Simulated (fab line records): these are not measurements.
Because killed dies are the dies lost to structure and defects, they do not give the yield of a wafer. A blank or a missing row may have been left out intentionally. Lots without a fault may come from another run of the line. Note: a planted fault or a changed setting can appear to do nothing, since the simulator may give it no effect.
A single fault, viewed from 2 desks | flow rit_cmos | each desk holds nothing but its own numbers, with what lay behind them at the end

THE METROLOGY DESK
Lot by lot, what the gauges showed, no matter which tool ran the lot: averages of those sampled wafers that carry a number. If a lot's mean is further than 4 standard deviations from the usual mean, the lot is out of limits and carries the mark OUT (the distance appears in the brackets).
Columns: A = PSD_RS at RIT_SDANNEAL_RS_MEAS_04, usual 115.94 ohm/sq
lot  | first seen here | A
L245 | day 3 02:45     | 115.69
L246 | day 3 07:02     | 115.57
L247 | day 3 11:22     | 116.03
L248 | day 3 16:37     | 115.55
L251 | day 4 14:49     | 116.12
L253 | day 4 19:23     | 115.91
L254 | day 5 03:03     | 116.31
L255 | day 5 05:42     | 116.31
L256 | day 5 12:52     | 116.14
L260 | day 6 08:57     | 115.76
L262 | day 6 14:25     | 116.17
L263 | day 6 20:22     | 115.87
L266 | day 7 11:10     | 115.69
L267 | day 7 16:20     | 115.69
Finding of this desk: none of the 14 lots has anything out of limits.

AT THE TOOL OWNER'S DESK: plasma_asher-03
The tool's own readings at RIT_CONTACT_STRIP_12 (strips in O2, time 180 s): means of the sampled wafers that have a number, for each lot that ran on this tool. If a lot's mean is further than 4 standard deviations from the usual mean, the lot is out of limits and carries the mark OUT (the distance appears in the brackets).
Columns: A = drypump_motor_current_A at RIT_CONTACT_STRIP_12, usual 6.1 A; B = run_length_s at RIT_CONTACT_STRIP_12, usual 208.4 s
lot  | first seen here | A   | B
L245 | day 3 05:33     | 6.2 | 208.7
L246 | day 3 09:47     | 6.0 | 208.4
L247 | day 3 13:58     | 6.2 | 208.6
L251 | day 4 17:33     | 6.2 | 208.8
L253 | day 4 22:05     | 6.2 | 208.7
L255 | day 5 08:17     | 6.0 | 208.6
L256 | day 5 15:26     | 6.0 | 208.6
L260 | day 6 12:01     | 6.0 | 200.7 (-19) OUT
L262 | day 6 17:07     | 6.2 | 200.9 (-18) OUT
Finding of this desk: L260, L262 out of limits; the first was L260 at day 6 12:01, on run_length_s at RIT_CONTACT_STRIP_12. L245, L246, L247, L251, L253, L255, L256: within limits.

PUT TOGETHER
The tool owner's desk could have raised an alarm at day 6 12:01, on L260, L262.
From the metrology desk's view, nothing was out of limits.
The metrology desk has L260, L262 on record, within its limits.
Of the lots named, all ran RIT_CONTACT_STRIP_12 on plasma_asher-03.

WHAT THE SIMULATOR PUT IN
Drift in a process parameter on plasma_asher-03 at RIT_CONTACT_STRIP_12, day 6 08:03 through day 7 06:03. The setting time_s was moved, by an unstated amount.
Lots struck among those shown: L260, L262.
Hours from the fault's start to each desk's first reading out of limits: the tool owner's desk, 4.
